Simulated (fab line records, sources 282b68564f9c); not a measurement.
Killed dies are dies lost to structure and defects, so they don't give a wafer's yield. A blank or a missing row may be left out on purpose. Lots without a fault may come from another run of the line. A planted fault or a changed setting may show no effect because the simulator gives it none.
fab line records | flow rit_cmos
record lots=6 wafers=18 last_day=7
route steps=202 shown NRETRO@60 PRETRO@64 GATE@75 M1@202
lots that met no fault: from a run of the same line without faults
start_h: hours from the record's first day to the start of the lot's first wafer shown | wait_h: hours since the lot's step before | " the same as in the row above | L1.1+2: a row that stands for several wafers | - no value, or no start given | * or withheld: withheld | < > ~ a bound
route shown NAME@n: a module of which the file shows steps, and the number in the route of the first | usual: mean/standard deviation of fault-free wafers | same: alike in all rows | chamber/n: place in a boat | sites: the reading at each site | _std_site: their standard deviation | _edge_site: outer sites' mean less inner sites' | radius_mm: how far each site lies from the wafer's centre | mask NAME#n: copy n | behind: the tool/chamber that last shaped the wafer | hold: why the lot was held/for how many hours/how that ended | device: the transistor (n, p or np) that didn't switch | end of line: the same wafers' tests at the end of the route | a step without rows: its recipe alone | killed: dies lost to structure and defects at the first sort, not the wafer's yield | map: a wafer's dies, x killed, . not, _ none there
set.NAME: the setting as run; set.NAME@STEP: as run at that earlier step | model.NAME: the simulator's own value behind a step, which no gauge read
lots at some steps of the route; a table a step, a row a wafer
services: from which hour (start_h, from the record's first day; less than 0 if before it) a tool's chamber was out of use, for how many hours, and why
## steps
# step RIT_NRETRO_HARDBAKE_07
# recipe resist=NOVOLAK temp_c=140 time_s=120
# step RIT_NRETRO_IMPLANT_08
# recipe species=P energy_kev=70 dose_cm2=1e+13 tilt_deg=7
# step RIT_NRETRO_STRIP_09
# recipe chemistry=O2 time_s=180 resist=NOVOLAK platen_temp_c=withheld power_w=500 pressure_mtorr=4000 o2_flow_sccm=4000
# usual drypump_motor_current_A=5.9/0.52 o2_flow_sccm=4000/11
# same time_s=180
# columns lot.wafer tool chamber start_h wait_h drypump_motor_current_A o2_flow_sccm rf_hours_counter_h
L376.3 plasma_asher-02 0 65.67 0.1 6.1 4015 -
L376.5 " 1 " " 5.3 3999 -
L376.6 " 0 " " 6.1 3989 -
L378.3 plasma_asher-04 1 75.84 0.1 5.0 4002 -
L378.5 " 0 " " 5.9 4005 -
L378.6 " 1 " " 5.0 4006 -
L387.2 plasma_asher-04 1 121.24 0.1 5.0 4003 0
L387.3 " 0 " " 6.0 4014 -
L387.5 " 0 " " 5.9 4008 -
L388.1 plasma_asher-03 0 127.18 0.1 6.4 4007 48
L388.2 " 1 " " 6.3 4004 48
L388.6 " 1 " " 6.4 3993 -
L390.1 plasma_asher-04 0 135.44 0.1 6.0 3990 2
L390.4 " 1 " " 5.0 3991 -
L390.6 " 0 " " 6.0 3996 -
L391.1 plasma_asher-02 0 140.40 0.1 6.1 3993 47
L391.3 " 1 " " 5.3 3996 -
L391.4 " 0 " " 6.1 3980 -
# step RIT_NRETRO_TW_MEAS_10
# usual NRETRO_TW=1049/9.8
# columns lot.wafer tool chamber start_h wait_h NRETRO_TW
L376.3 film_metro-04 - 65.81 0.1 1033
L376.5 " - " " 1039
L376.6 " - " " 1032
L378.3 film_metro-01 - 75.97 0.1 1060
L378.5 " - " " 1059
L378.6 " - " " 1062
L387.2 film_metro-04 - 121.42 0.1 1039
L387.3 " - " " 1046
L387.5 " - " " 1045
L388.1 film_metro-04 - 127.36 0.1 1048
L388.2 " - " " 1049
L388.6 " - " " 1041
L390.1 film_metro-04 - 135.62 0.1 1044
L390.4 " - " " 1050
L390.6 " - " " 1044
L391.1 film_metro-04 - 140.57 0.1 1046
L391.3 " - " " 1043
L391.4 " - " " 1042
# step RIT_PRETRO_HMDS_00
# recipe prime_time_s=60 prime_temp_c=140
# step RIT_PRETRO_COAT_01
# recipe resist=NOVOLAK spin_rpm=2000 resist_thk_nm=1300
# step RIT_PRETRO_SOFTBAKE_02
# recipe resist=NOVOLAK temp_c=90 time_s=60
# step RIT_PRETRO_EXPOSE_03
# recipe mask_id=M5 na=0.57 target_cd_nm=43700 dose_mj=250
# step RIT_PRETRO_PEB_04
# recipe resist=NOVOLAK temp_c=withheld time_s=withheld
# step RIT_PRETRO_DEVELOP_05
# recipe resist=NOVOLAK develop_time_s=68 dev_temp_c=23
# step RIT_PRETRO_OVL_MEAS_06
# usual PRETRO_OVL=-0.9/1.2
# columns lot.wafer tool chamber start_h wait_h PRETRO_OVL[nm]
L376.3 overlay-01 - 66.74 - -1.1
L376.5 " - " " -0.9
L376.6 " - " " -0.8
L378.3 overlay-01 - 77.10 - -2.9
L378.5 " - " " -1.6
L378.6 " - " " -1.9
L387.2 overlay-01 - 122.36 - -1.2
L387.3 " - " " -1.2
L387.5 " - " " -3.1
L388.1 overlay-02 - 128.30 - -0.6
L388.2 " - " " -0.1
L388.6 " - " " 0.1
L390.1 overlay-01 - 136.56 - -0.3
L390.4 " - " " -0.8
L390.6 " - " " -0.2
L391.1 overlay-02 - 141.51 - -0.7
L391.3 " - " " 0.9
L391.4 " - " " 0.8
# step RIT_PRETRO_HARDBAKE_07
# recipe resist=NOVOLAK temp_c=140 time_s=120
# step RIT_PRETRO_IMPLANT_08
# recipe species=B energy_kev=45 dose_cm2=1.2e+13 tilt_deg=7
# usual dose_ions_cm2=1.2e+13/1.4e+10 faraday_current_uA=38.0/0.74
# columns lot.wafer tool chamber start_h wait_h dose_ions_cm2 faraday_current_uA
L376.3 implanter-01 0 67.06 0.2 1.1985e+13 39.0
L376.5 " 0 " " 1.2e+13 37.0
L376.6 " 0 " " 1.1999e+13 37.0
L378.3 implanter-03 0 77.42 0.2 1.202e+13 38.1
L378.5 " 0 " " 1.2006e+13 37.8
L378.6 " 0 " " 1.1993e+13 37.8
L387.2 implanter-03 0 122.66 0.2 1.2028e+13 38.0
L387.3 " 0 " " 1.2008e+13 37.3
L387.5 " 0 " " 1.202e+13 37.7
L388.1 implanter-01 0 128.59 0.2 1.7906e+13 54.7
L388.2 " 0 " " 1.7941e+13 57.4
L388.6 " 0 " " 1.7918e+13 56.4
L390.1 implanter-01 0 136.84 0.2 1.7917e+13 57.9
L390.4 " 0 " " 1.7921e+13 56.5
L390.6 " 0 " " 1.7926e+13 56.7
L391.1 implanter-03 0 141.80 0.2 1.2007e+13 38.2
L391.3 " 0 " " 1.1996e+13 38.5
L391.4 " 0 " " 1.1992e+13 37.5
# step RIT_PRETRO_STRIP_09
# recipe chemistry=O2 time_s=180 resist=NOVOLAK platen_temp_c=withheld power_w=500 pressure_mtorr=4000 o2_flow_sccm=4000
# usual drypump_motor_current_A=5.9/0.53 o2_flow_sccm=4001/12
# same time_s=180
# columns lot.wafer tool chamber start_h wait_h drypump_motor_current_A o2_flow_sccm rf_hours_counter_h
L376.3 plasma_asher-01 1 67.22 0.1 5.6 3998 -
L376.5 " 0 " " 5.4 4006 -
L376.6 " 1 " " 5.6 3995 -
L378.3 plasma_asher-04 1 77.58 0.1 5.0 4005 -
L378.5 " 1 " " 5.0 4004 -
L378.6 " 0 " " 5.9 4000 -
L387.2 plasma_asher-01 1 122.79 0.1 5.5 3996 32
L387.3 " 1 " " 5.6 3990 -
L387.5 " 0 " " 5.4 3981 -
L388.1 plasma_asher-01 1 128.74 0.1 5.6 3988 33
L388.2 " 0 " " 5.4 4007 33
L388.6 " 1 " " 5.6 4010 -
L390.1 plasma_asher-04 0 136.99 0.1 5.9 4009 2
L390.4 " 1 " " 5.0 4000 -
L390.6 " 1 " " 5.0 3985 -
L391.1 plasma_asher-03 1 141.95 0.1 6.4 4009 50
L391.3 " 1 " " 6.4 3987 -
L391.4 " 0 " " 6.4 4014 -
# step RIT_PRETRO_TW_MEAS_10
# usual PRETRO_TW=476/4.7
# columns lot.wafer tool chamber start_h wait_h PRETRO_TW
L376.3 film_metro-04 - 67.36 0.1 469
L376.5 " - " " 468
L376.6 " - " " 470
L378.3 film_metro-04 - 77.72 0.1 470
L378.5 " - " " 474
L378.6 " - " " 471
L387.2 film_metro-01 - 122.97 0.1 481
L387.3 " - " " 480
L387.5 " - " " 483
L388.1 film_metro-01 - 128.91 0.1 542
L388.2 " - " " 543
L388.6 " - " " 542
L390.1 film_metro-01 - 137.17 0.1 543
L390.4 " - " " 543
L390.6 " - " " 542
L391.1 film_metro-01 - 142.12 0.1 478
L391.3 " - " " 481
L391.4 " - " " 479
# step RIT_GATE_WET_ETCH_00
# recipe chemistry=BOE target=SiO2 target_depth_nm=56 time_s=60 dry=n2_spin dilution=10:1 temp_c=21.5
# step RIT_M1_PROBE_99
# usual killed_at_M0_to_M3=0.0/0.14 killed_at_front_end=6.5/2.8 killed_dies=6.6/2.8 killed_on_rim=1.7/1.3 killed_open=3.5/2 killed_short=3.2/1.8
# same gross_dies=264 killed_at_M4_up=0 killed_at_back_side=0 killed_at_contacts=0 killed_at_other=0
# columns lot.wafer tool chamber start_h wait_h killed_at_M0_to_M3 killed_at_front_end killed_dies killed_on_rim killed_open killed_short model.etest.nmos_0p3.r_on_ohm_um model.etest.nmos_0p15.r_on_ohm_um model.etest.nmos_turned.drive_ua_um model.etest.nmos_0p15.drive_ua_um model.etest.nmos_0p3.drive_ua_um model.etest.nmos_narrow.drive_ua_um model.etest.ring.delay_ps model.etest.retro_edge_nmos.off_log10_a_um
L376.3 prober-02 - 95.97 0.2 0 5 5 0 4 1 2180 1178 317.1 446.1 228 225.6 28.75 -10.6
L376.5 prober-02 - 96.07 0.2 0 3 3 0 1 2 2172 1167 313 447.9 225.4 223.4 28.4 -10.41
L376.6 prober-02 - 96.12 0.2 0 1 1 0 0 1 2145 1139 320.9 456.4 225.8 221.4 28.07 -10.59
L378.3 prober-02 - 107.99 0.2 0 3 3 1 2 1 2066 1104 348.9 487.1 241.3 238 26.56 -9.813
L378.5 prober-02 - 108.09 0.2 0 5 5 0 1 4 2110 1124 343.9 477.6 237.3 236.7 26.96 -9.9
L378.6 prober-02 - 108.14 0.2 0 7 7 1 2 5 2108 1122 339.2 472.7 236.7 234.1 27.36 -9.975
L387.2 prober-02 - 152.38 0.1 0 5 5 2 2 3 2169 1132 316.2 460.8 223.4 222.1 27.39 -10.28
L387.3 prober-02 - 152.43 0.2 0 4 4 1 3 1 2189 1136 308.7 450 217.3 218.8 27.96 -10.02
L387.5 prober-02 - 152.53 0.2 0 11 11 4 5 6 2173 1148 300.9 453.5 222.1 221 27.91 -10.32
L388.1 prober-01 - 158.96 0.1 1 5 6 0 2 4 2342 1241 258 405.7 194.6 197.4 29.05 -11.49
L388.2 prober-01 - 159.01 0.1 0 6 6 3 4 2 2420 1240 250.8 397.6 186.9 188.9 29.01 -11.56
L388.6 prober-01 - 159.21 0.2 0 6 6 1 2 4 2356 1225 261 405.9 190.2 189.3 28.67 -11.51
L390.1 prober-01 - 166.15 0.1 0 5 5 1 2 3 2394 1232 256.3 404.2 189.5 190.9 29.39 -11.35
L390.4 prober-01 - 166.30 0.2 0 10 10 2 3 7 2423 1257 256.8 394.2 186.2 186.4 30.31 -11.46
L390.6 prober-01 - 166.40 0.2 0 7 7 1 3 4 2372 1223 266.4 402.2 186.7 190.2 29.64 -11.57
L391.1 prober-02 - 169.94 0.1 0 13 13 1 7 6 2161 1161 322 480.2 231 228.3 26.32 -9.781
L391.3 prober-02 - 170.04 0.2 0 8 8 3 5 3 2174 1135 330.1 478.7 228.9 225.2 26.18 -9.635
L391.4 prober-02 - 170.09 0.2 0 11 11 2 7 4 2147 1141 313.1 477.2 228.6 223.6 26.51 -9.81
# killed by level:class
L376.3 GATE:geometric_particle:open=2 SPACER:geometric_particle:open=2 SPACER:geometric_particle:short=1
L376.5 GATE:geometric_particle:short=2 SILICIDE:geometric_particle:open=1
L376.6 GATE:geometric_particle:short=1
L378.3 GATE:geometric_particle:short=1 REOX:geometric_particle:open=1 SILICIDE:geometric_particle:open=1
L378.5 GATE:geometric_particle:short=2 FOX1:geometric_particle:short=1 GATE:geometric_particle:open=1 SPACER:geometric_particle:short=1
L378.6 FOX1:geometric_particle:short=2 REOX:geometric_particle:short=2 ACTIVE:geometric_particle:short=1 GATE:geometric_particle:open=1 REOX:geometric_particle:open=1
L387.2 GATE:geometric_particle:short=2 REOX:geometric_particle:open=2 REOX:geometric_particle:short=1
L387.3 GATE:geometric_particle:open=2 FOX1:geometric_particle:short=1 SPACER:geometric_particle:open=1
L387.5 REOX:geometric_particle:short=3 GATE:geometric_particle:open=2 SILICIDE:geometric_particle:short=2 ACTIVE:geometric_particle:open=1 FOX1:geometric_particle:open=1 FOX2:geometric_particle:open=1 GATE:geometric_particle:short=1
L388.1 GATE:geometric_particle:short=2 GATE:geometric_particle:open=1 REOX:geometric_particle:short=1 REOX:geometric_particle:open=1 M1:geometric_particle:short=1
L388.2 SPACER:geometric_particle:open=3 SILICIDE:geometric_particle:short=2 FOX1:geometric_particle:open=1
L388.6 GATE:geometric_particle:open=2 REOX:geometric_particle:short=2 SILICIDE:geometric_particle:short=2
L390.1 GATE:geometric_particle:open=2 GATE:geometric_particle:short=1 SPACER:geometric_particle:short=1 SILICIDE:geometric_particle:short=1
L390.4 GATE:geometric_particle:short=3 SILICIDE:geometric_particle:short=2 FOX1:geometric_particle:short=1 FOX2:geometric_particle:short=1 GATE:geometric_particle:open=1 REOX:geometric_particle:open=1 SILICIDE:geometric_particle:open=1
L390.6 GATE:geometric_particle:short=2 REOX:geometric_particle:short=2 SPACER:geometric_particle:open=2 FOX1:geometric_particle:open=1
L391.1 FOX2:geometric_particle:open=3 FOX1:geometric_particle:short=2 GATE:geometric_particle:short=2 REOX:geometric_particle:short=2 SPACER:geometric_particle:open=2 GATE:geometric_particle:open=1 REOX:geometric_particle:open=1
L391.3 SPACER:geometric_particle:open=4 ACTIVE:geometric_particle:short=1 FOX1:geometric_particle:short=1 FOX1:geometric_particle:open=1 GATE:geometric_particle:short=1
L391.4 FOX1:geometric_particle:open=3 FOX1:geometric_particle:short=2 REOX:geometric_particle:short=2 SPACER:geometric_particle:open=2 FOX2:geometric_particle:open=1 GATE:geometric_particle:open=1
## services
# columns tool chamber start_h hours kind
plasma_asher-02 - 105.30 1.3 repair
plasma_asher-04 - 108.75 9.0 pm
plasma_asher-04 0 108.75 9.0 vent_cycle
plasma_asher-04 1 108.75 9.0 vent_cycle
plasma_asher-04 0 117.75 - clean
plasma_asher-04 1 117.75 - clean
## key
first_sign step=RIT_PRETRO_IMPLANT_08 reading=dose_ions_cm2 direction=up sigmas=99+ usual=1.2e+13 struck=1.7921e+13
effect step=RIT_PRETRO_IMPLANT_08 reading=faraday_current_uA direction=up sigmas=25 usual=38.0 struck=56.6
effect step=RIT_PRETRO_TW_MEAS_10 reading=PRETRO_TW direction=up sigmas=14 usual=476 struck=542
model_effect step=RIT_M1_PROBE_99 value=etest.nmos_0p3.r_on_ohm_um without=2162 struck=2384
met_at RIT_PRETRO_IMPLANT_08
struck_wafers L388.1,L388.2,L388.6,L390.1,L390.4,L390.6
tester_left_out L388,L390
onset_between 67.06 128.59
fault kind=process_parameter_drift tool=implanter-01 chamber=- onset_h=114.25 steps=RIT_PRETRO_IMPLANT_08 channel=dose_cm2 offset=5.9237e+12 shape=step end_h=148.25 acts_in=these_recipes_only stated=1.2e+13
# tester_left_out: of these lots the tester's yield and bins aren't shown, on N5 and GAA mostly nor the transistor test; their killed dies are dies lost to structure and defects alone, not to doping, threshold or leakage, so they don't give the yield
